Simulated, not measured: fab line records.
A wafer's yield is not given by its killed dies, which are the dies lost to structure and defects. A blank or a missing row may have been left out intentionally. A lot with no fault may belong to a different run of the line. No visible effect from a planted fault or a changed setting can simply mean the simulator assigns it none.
Which tool did it? | flow rit cmos | 13 lots with 39 wafers sampled at 2 steps, on a route of 202 steps

== WHAT EACH GAUGE READ, for each wafer ==
The record holds no reading of a measuring or inspecting step that can be judged against a usual standard deviation.

== TOOL THAT RAN EACH LOT (tool first, then ch and the chambers of the sampled wafers, then the start) ==
lot  | RIT_GATE_ETCH_19                | RIT_M1_PROBE_99
L728 | rie si-01 ch 1,2, day 2 16:53   | -
L729 | rie si-02 ch 0,2, day 2 19:44   | -
L730 | rie si-01 ch 1,2,3, day 2 23:29 | -
L731 | rie si-02 ch 0,2, day 3 07:04   | -
L732 | rie si-01 ch 1,3, day 3 09:46   | -
L734 | rie si-01 ch 1,2,3, day 3 23:04 | prober-02, day 4 19:04
L741 | rie si-02 ch 0,2, day 5 09:36   | -
L743 | rie si-02 ch 0,1, day 5 16:35   | -
L745 | rie si-02 ch 1,2, day 6 03:03   | -
L747 | rie si-02 ch 0,1,2, day 6 16:55 | -
L748 | rie si-01 ch 0,1,2, day 6 21:23 | -
L750 | rie si-01 ch 2,3, day 7 04:58   | -
L751 | rie si-02 ch 0,3, day 7 13:26   | -
- RIT_GATE_ETCH_19: etches poly-Si in SF6/CHF3/O2, stops on SiO2, time 165 s, target depth 312.5 nm.
- RIT_M1_PROBE_99

== AS READ BY THE TOOLS THEMSELVES (means over the sampled wafers that have a number; for cases with no such wafer, the mark the record gives instead) ==
RIT_GATE_ETCH_19.
lot  | tool      | drypump motor current A (A) | he backside leak sccm (sccm) | oes product au (a.u.) | throttle valve pct (%)
L728 | rie si-01 | 6.4                         | 2.95                         | 0.841                 | 10.09
L729 | rie si-02 | 5.7                         | 2.64                         | 0.827                 | 10.20
L730 | rie si-01 | 6.2                         | 2.95                         | 0.850                 | 10.16
L731 | rie si-02 | 6.2                         | 2.42                         | 0.829                 | 10.36
L732 | rie si-01 | 5.9                         | 2.94                         | 0.853                 | 10.15
L734 | rie si-01 | 6.2                         | 2.97                         | 0.860                 | 10.17
L741 | rie si-02 | 5.8                         | 2.60                         | 0.820                 | 10.20
L743 | rie si-02 | 5.5                         | 2.83                         | 0.840                 | 10.10
L745 | rie si-02 | 6.1                         | 2.84                         | 0.845                 | 10.33
L747 | rie si-02 | 5.9                         | 2.81                         | 0.835                 | 10.26
L748 | rie si-01 | 6.3                         | 3.00                         | 0.852                 | 10.13
L750 | rie si-01 | 6.1                         | 2.92                         | 0.854                 | 10.28
L751 | rie si-02 | 5.4                         | 2.96                         | 0.820                 | 10.16

RIT_M1_PROBE_99.
lot  | tool      | killed at contacts | killed at front end | killed dies | killed open | killed short
L734 | prober-02 | 0.3                | 5.0                 | 5.3         | 2.0         | 3.3

== THE ANSWER, worked out from the rows above alone ==
Rule: usual is defined by the lots themselves. Put in order of their means at a reading, lots are off if they are a third of the lots or fewer, leave a main group of 4 or more, and stand apart from it by a gap of 3 or more times the standard deviation of the main group's means; of several such gaps the widest counts. A main group is skipped when, at the precision printed for the reading in the tables above, its means are all equal. A lot without any number at a reading at which 4 lots or more have one is off too. The other lots that the step has rows for count as sound. After the gauges, taken in route order, come the tools' own readings; for these a lot's mean is taken, as printed above. The first step at which some lot is off is used, and at that step the reading that is off furthest; a lot without a number counts as furthest.
No lot is off on any of the readings shown, so nothing can be concluded from this.

== WHAT WAS PUT IN BY THE SIMULATOR ==
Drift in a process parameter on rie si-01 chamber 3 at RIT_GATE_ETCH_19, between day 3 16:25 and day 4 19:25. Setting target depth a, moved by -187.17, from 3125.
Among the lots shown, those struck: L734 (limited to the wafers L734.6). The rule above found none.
